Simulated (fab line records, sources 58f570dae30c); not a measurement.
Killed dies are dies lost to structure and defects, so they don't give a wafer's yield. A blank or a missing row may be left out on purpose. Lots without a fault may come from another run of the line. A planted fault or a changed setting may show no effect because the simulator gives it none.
One fault seen from 2 desks | flow berkeley_cmos170 | each desk has only its own numbers; what lay behind them comes last

THE METROLOGY DESK
What the gauges read, lot by lot, whatever tool the lot ran on: means of the sampled wafers that have a number. A lot is out of limits, marked OUT, if its mean lies more than 4 standard deviations from the usual mean; the brackets give that distance.
Columns: A = PWELL_OXIDE_THK at UCB170_PWELL_THK_MEAS_03, usual 26.2 nm; B = cd_nm at UCB170_ACTIVE_CD_MEAS_90, usual 1199.5 nm; C = PVT_OVL at UCB170_PVT_OVL_MEAS_06, usual 1 nm; D = PLDD_TW at UCB170_PLDD_TW_MEAS_11, usual 1001; E = PLDD_RS at UCB170_SDANNEAL_RS_MEAS_04, usual 1032.1 ohm/sq
lot  | first seen here | A    | B      | C  | D               | E
L547 | day 3 00:29     | 26.2 | 1199.7 | 7  | 998             | 1030.7
L548 | day 3 00:29     | 25.9 | 1201.7 | -0 | 996             | 1032.0
L549 | day 3 11:37     | 26.7 | 1201.0 | 3  | 1001            | 1026.6
L550 | day 3 11:37     | 26.4 | 1198.9 | 7  | 996             | 1034.5
L554 | day 4 08:47     | 26.9 | 1197.9 | 11 | 1016            | 1028.9
L552 | day 4 08:47     | 25.9 | 1198.7 | -4 | 999             | 1035.0
L559 | day 5 10:49     | 25.9 | 1200.4 | -5 | 997             | 1032.4
L560 | day 5 19:36     | 26.2 | 1200.0 | -6 | 1042 (+4.8) OUT | 925.5 (-43) OUT
L563 | day 6 03:18     | 26.8 | 1200.1 | -7 | 999             | 1029.8
L562 | day 6 03:19     | 25.5 | 1199.6 | -3 | 1045 (+5.1) OUT | 923.8 (-43) OUT
L564 | day 6 18:50     | 26.7 | 1199.8 | -2 | 990             | 1031.8
L566 | day 7 07:41     | 26.5 | 1196.9 | 4  | 1012            | 1030.0
L568 | day 7 07:44     | 26.2 | 1198.6 | 0  | 1009            | 1033.2
L569 | day 7 16:32     | 26.1 | 1199.0 | 5  | 995             | 1030.9
This desk's finding: out of limits on L560, L562; first on L560, day 10 08:49 (PLDD_TW at UCB170_PLDD_TW_MEAS_11). In limits: L547, L548, L549, L550, L554, L552, L559, L563, L564, L566, L568, L569.

THE TOOL OWNER'S DESK: implanter-01
The tool's own readings at UCB170_PLDD_IMPLANT_08: means of the sampled wafers that have a number, for each lot that ran on this tool. A lot is out of limits, marked OUT, if its mean lies more than 4 standard deviations from the usual mean; the brackets give that distance.
Columns: A = dose_ions_cm2 at UCB170_PLDD_IMPLANT_08, usual 5.001e+13; B = faraday_current_uA at UCB170_PLDD_IMPLANT_08, usual 158.5; C = rotation_deg at UCB170_PLDD_IMPLANT_08, usual -0.007 degrees; D = tilt_deg at UCB170_PLDD_IMPLANT_08, usual 6.998 degrees
lot  | first seen here | A                           | B               | C      | D
L548 | day 7 13:58     | 5.004e+13                   | 156.4           | -0.018 | 7.011
L554 | day 8 15:22     | 5.004e+13                   | 160.2           | -0.037 | 7.000
L559 | day 9 15:38     | 5.002e+13                   | 156.6           | 0.021  | 7.018
L560 | day 10 08:25    | 6.499e+13 (+99 or more) OUT | 208.0 (+17) OUT | -0.005 | 6.981
L562 | day 10 08:49    | 6.506e+13 (+99 or more) OUT | 212.9 (+19) OUT | -0.009 | 6.976
This desk's finding: out of limits on L560, L562; first on L560, day 10 08:25 (dose_ions_cm2 at UCB170_PLDD_IMPLANT_08). In limits: L548, L554, L559.

PUT TOGETHER
The tool owner's desk could have raised an alarm at day 10 08:25, on L560, L562.
The metrology desk could have raised an alarm at day 10 08:49, on L560, L562.
Of the lots named, all ran UCB170_PLDD_IMPLANT_08 on implanter-01.

WHAT THE SIMULATOR HAD PUT IN
Process parameter drift: implanter-01, from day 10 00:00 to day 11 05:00, at UCB170_PLDD_IMPLANT_08. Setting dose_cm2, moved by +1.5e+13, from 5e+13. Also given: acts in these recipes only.
Lots struck among those shown: L560, L562.
Hours from the fault's start to each desk's first reading out of limits: the tool owner's desk, 8; the metrology desk, 9.
